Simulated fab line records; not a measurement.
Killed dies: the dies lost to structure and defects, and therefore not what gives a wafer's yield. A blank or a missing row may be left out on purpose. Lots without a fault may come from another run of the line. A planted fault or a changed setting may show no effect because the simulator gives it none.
Lot-split experiment / flow berkeley_cmos170 / route with 331 steps; 5 lots, 23 wafers read

## THE SPLIT
At UCB170_GATE_OXIDATION_01 (target thk 6.6 nm, ox time 1800 s), the setting ox_time_s was moved away from the recipe's 1800 s on 20 of the 23 wafers read, by -14.9% to +8.5%. All remaining wafers had this setting at the recipe value.

Reading taken at the split's own step.

## THE READING
SiO2_of_GATE_OXIDATION_01.thk_nm (the simulator's own value, which no gauge read), in nm, at UCB170_GATE_OXIDATION_01 (target thk 6.6 nm, ox time 1800 s). There is no usual value for it anywhere in the file. Here, 3 wafers ran the recipe; their average is 6.544 nm with a standard deviation of 0.016 nm.

wafer=L076.2; tool, chamber at the split=furnace-02, 0; ox_time_s as run, s=1800; against the recipe=recipe; SiO2_of_GATE_OXIDATION_01.thk_nm, nm=6.564; against lot-mates on the recipe=-
wafer=L076.4; tool, chamber at the split=furnace-02, 0; ox_time_s as run, s=1800; against the recipe=recipe; SiO2_of_GATE_OXIDATION_01.thk_nm, nm=6.526; against lot-mates on the recipe=-
wafer=L076.6; tool, chamber at the split=furnace-02, 0; ox_time_s as run, s=1800; against the recipe=recipe; SiO2_of_GATE_OXIDATION_01.thk_nm, nm=6.541; against lot-mates on the recipe=-
wafer=L080.1; tool, chamber at the split=-, -; ox_time_s as run, s=1723; against the recipe=-4.3%; SiO2_of_GATE_OXIDATION_01.thk_nm, nm=6.354; against lot-mates on the recipe=no lot-mate on the recipe
wafer=L080.2; tool, chamber at the split=-, -; ox_time_s as run, s=1723; against the recipe=-4.3%; SiO2_of_GATE_OXIDATION_01.thk_nm, nm=6.406; against lot-mates on the recipe=no lot-mate on the recipe
wafer=L080.3; tool, chamber at the split=-, -; ox_time_s as run, s=1723; against the recipe=-4.3%; SiO2_of_GATE_OXIDATION_01.thk_nm, nm=6.32; against lot-mates on the recipe=no lot-mate on the recipe
wafer=L080.4; tool, chamber at the split=-, -; ox_time_s as run, s=1723; against the recipe=-4.3%; SiO2_of_GATE_OXIDATION_01.thk_nm, nm=6.276; against lot-mates on the recipe=no lot-mate on the recipe
wafer=L080.6; tool, chamber at the split=-, -; ox_time_s as run, s=1723; against the recipe=-4.3%; SiO2_of_GATE_OXIDATION_01.thk_nm, nm=6.328; against lot-mates on the recipe=no lot-mate on the recipe
wafer=L081.1; tool, chamber at the split=-, -; ox_time_s as run, s=1726; against the recipe=-4.1%; SiO2_of_GATE_OXIDATION_01.thk_nm, nm=6.564; against lot-mates on the recipe=no lot-mate on the recipe
wafer=L081.3; tool, chamber at the split=-, -; ox_time_s as run, s=1726; against the recipe=-4.1%; SiO2_of_GATE_OXIDATION_01.thk_nm, nm=6.542; against lot-mates on the recipe=no lot-mate on the recipe
wafer=L081.4; tool, chamber at the split=-, -; ox_time_s as run, s=1726; against the recipe=-4.1%; SiO2_of_GATE_OXIDATION_01.thk_nm, nm=6.681; against lot-mates on the recipe=no lot-mate on the recipe
wafer=L081.5; tool, chamber at the split=-, -; ox_time_s as run, s=1726; against the recipe=-4.1%; SiO2_of_GATE_OXIDATION_01.thk_nm, nm=6.609; against lot-mates on the recipe=no lot-mate on the recipe
wafer=L081.6; tool, chamber at the split=-, -; ox_time_s as run, s=1726; against the recipe=-4.1%; SiO2_of_GATE_OXIDATION_01.thk_nm, nm=6.558; against lot-mates on the recipe=no lot-mate on the recipe
wafer=L082.1; tool, chamber at the split=-, -; ox_time_s as run, s=1953; against the recipe=+8.5%; SiO2_of_GATE_OXIDATION_01.thk_nm, nm=6.674; against lot-mates on the recipe=no lot-mate on the recipe
wafer=L082.2; tool, chamber at the split=-, -; ox_time_s as run, s=1953; against the recipe=+8.5%; SiO2_of_GATE_OXIDATION_01.thk_nm, nm=6.678; against lot-mates on the recipe=no lot-mate on the recipe
wafer=L082.4; tool, chamber at the split=-, -; ox_time_s as run, s=1953; against the recipe=+8.5%; SiO2_of_GATE_OXIDATION_01.thk_nm, nm=6.631; against lot-mates on the recipe=no lot-mate on the recipe
wafer=L082.5; tool, chamber at the split=-, -; ox_time_s as run, s=1953; against the recipe=+8.5%; SiO2_of_GATE_OXIDATION_01.thk_nm, nm=6.652; against lot-mates on the recipe=no lot-mate on the recipe
wafer=L082.6; tool, chamber at the split=-, -; ox_time_s as run, s=1953; against the recipe=+8.5%; SiO2_of_GATE_OXIDATION_01.thk_nm, nm=6.732; against lot-mates on the recipe=no lot-mate on the recipe
wafer=L083.1; tool, chamber at the split=-, -; ox_time_s as run, s=1532; against the recipe=-14.9%; SiO2_of_GATE_OXIDATION_01.thk_nm, nm=5.678; against lot-mates on the recipe=no lot-mate on the recipe
wafer=L083.2; tool, chamber at the split=-, -; ox_time_s as run, s=1532; against the recipe=-14.9%; SiO2_of_GATE_OXIDATION_01.thk_nm, nm=5.653; against lot-mates on the recipe=no lot-mate on the recipe
wafer=L083.3; tool, chamber at the split=-, -; ox_time_s as run, s=1532; against the recipe=-14.9%; SiO2_of_GATE_OXIDATION_01.thk_nm, nm=5.605; against lot-mates on the recipe=no lot-mate on the recipe
wafer=L083.5; tool, chamber at the split=-, -; ox_time_s as run, s=1532; against the recipe=-14.9%; SiO2_of_GATE_OXIDATION_01.thk_nm, nm=5.521; against lot-mates on the recipe=no lot-mate on the recipe
wafer=L083.6; tool, chamber at the split=-, -; ox_time_s as run, s=1532; against the recipe=-14.9%; SiO2_of_GATE_OXIDATION_01.thk_nm, nm=5.569; against lot-mates on the recipe=no lot-mate on the recipe

THE FIT
A straight line over all 23 wafers: SiO2_of_GATE_OXIDATION_01.thk_nm changes by +0.0449 nm for each +1% of ox_time_s; r = +0.87; the points scatter about the line by 0.21 nm.
Too few moved wafers have a lot-mate on the recipe to fit a line with each lot's own level taken away.

## THE FILE'S OWN FIT
SiO2_of_GATE_OXIDATION_01.thk_nm changes by +0.0449 nm for each +1% of ox_time_s, r = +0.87.
